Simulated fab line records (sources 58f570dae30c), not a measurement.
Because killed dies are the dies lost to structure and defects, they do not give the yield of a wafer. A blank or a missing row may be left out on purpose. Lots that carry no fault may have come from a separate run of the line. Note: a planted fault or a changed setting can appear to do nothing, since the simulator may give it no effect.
Struck lot and sound lot, side by side ; flow berkeleyCmos170 ; 20 out of 331 route steps
Sound: wafers L412.1, L412.2, L412.4. Struck: wafers L421.3, L421.5, L421.6. The cause comes at the end.
Each step with rows lists, per side, the tool, then ch with its chambers, then its first start. Under that, the readings that differ: sound wafers ; struck wafers ; difference of the means ; sigmas: that difference in standard deviations of wafers without a fault.
alike: a reading whose means differ by less than 2 such deviations, as well as words and numbers matching on both sides. not compared: withheld readings; readings where some wafer has no value; bounds like >300 that might hide an equal value; numbers whose values overlap and for which the record gives no deviation.
Wherever a step has rows on one side only, a row that says differs or no value, or a row with sigmas, the two part there. Numbers that don't overlap but have no deviation are shown without sigmas and don't part them. Lack of a reading on every wafer of one side parts them only where that side has two or more wafers.

UCB170_PVT_TW_MEAS_09:
  sound on filmMetro-02 at day 6 11:59; struck on filmMetro-01 at day 8 22:07
  alike: PVT_TW
then, 1 step without rows for these wafers: UCB170_GATE_WET_ETCH_00 (etches SiO2 in dHF, time 200 s).
UCB170_FIELD_THK_MEAS_91:
  sound on filmMetro-04 at day 6 12:10; struck on filmMetro-01 at day 8 22:29
reading;sound;struck;difference;sigmas
FIELD_OXIDE_LEFT_2_THK (nm);371 360 374;329 325 338;-38;-4
then, 1 step without rows for these wafers: UCB170_GATE_OXIDATION_01 (target thk 6.6 nm, ox time 1800 s).
UCB170_GATE_THK_MEAS_02:
  sound on filmMetro-02 at day 6 15:50; struck on filmMetro-01 at day 9 03:38
  alike: GATE_OXIDE_THK
then, 2 steps without rows for these wafers: UCB170_GATE_ANNEAL_03 (time 1800 s); UCB170_GATE_CVD_04 (deposits poly-Si from SiH4, time 1440 s, target thk 214 nm).
UCB170_GATE_THK_MEAS_05:
  sound on filmMetro-01 at day 6 22:59; struck on filmMetro-01 at day 9 13:04
  alike: GATE_POLY_THK
then, 4 steps without rows for these wafers: UCB170_GATE_COAT_06; UCB170_GATE_COAT_07 (resist thk 900 nm); UCB170_GATE_SOFTBAKE_08 (time 60 s); UCB170_GATE_EXPOSE_09 (exposes mask POLY, target cd 350 nm).
UCB170_GATE_PEB_10:
  sound on lithoTrack-04 ch 0, day 7 00:16; struck on lithoTrack-03 ch 0, day 9 14:22
reading;sound;struck;difference;sigmas
heaterPowerTotalW (W);56.85 56.87 56.70;57.62 57.49 57.50;+0.73;+17
plateTempC (C);129.99 130.10 129.93;131.35 131.28 131.41;+1.34;+10
then, 1 step without rows for these wafers: UCB170_GATE_DEVELOP_11 (develop time 45 s).
UCB170_GATE_CD_MEAS_12: the cd target is 350 nm.
  sound on cdSem-02 at day 7 00:32; struck on cdSem-01 at day 9 14:59
reading;sound;struck;difference;sigmas
cdNm (nm);350.1 349.5 351.3;343.5 342.4 341.9;-7.7;-6
  not compared: hold
UCB170_GATE_OVL_MEAS_13:
  sound on overlay-01 at day 7 00:40; struck on overlay-01 at day 9 18:57
reading;sound;struck;difference;sigmas
hold;- - -;awaitDispo/3.9h/release awaitDispo/3.9h/release awaitDispo/3.9h/release;no value on the sound wafers;
  alike: GATE_OVL
UCB170_GATE_ETCH_14: etches BARC in N2/H2.
  sound on rieDiel-03 ch 0,1,3, day 7 00:42; struck on rieDiel-03 ch 0,1, day 9 18:58
  alike: drypumpMotorCurrentA, oesProductAu, throttleValvePct
UCB170_GATE_ETCH_15: etches poly-Si in HBr/Cl2, stops on SiO2, time 56.3 s, target depth 278.2 nm.
  sound on rieSi-02 ch 0,1,2, day 7 00:44; struck on rieSi-01 ch 0,2,3, day 9 19:01
reading;sound;struck;difference;sigmas
model.GATE.cdNm (nm);349.9 349.8 351.6;343.7 341.9 342.1;-7.9;
  alike: drypumpMotorCurrentA, heBacksideLeakSccm, oesProductAu, throttleValvePct
  not compared: rfHoursCounterH
UCB170_GATE_STRIP_16: strips in O2.
  sound on plasmaAsher-03 ch 0,1, day 7 00:47; struck on plasmaAsher-04 ch 0,1, day 9 19:06
  alike: drypumpMotorCurrentA, oesProductAu
  not compared: rfHoursCounterH
UCB170_M3_PROBE_99:
  the record holds rows for the sound wafers here (prober-02, day 9 02:50) but none for the struck ones

WHERE THEY PART
First at UCB170_FIELD_THK_MEAS_91; last, within this record, at UCB170_M3_PROBE_99.

WHY: what had been put in by the simulator
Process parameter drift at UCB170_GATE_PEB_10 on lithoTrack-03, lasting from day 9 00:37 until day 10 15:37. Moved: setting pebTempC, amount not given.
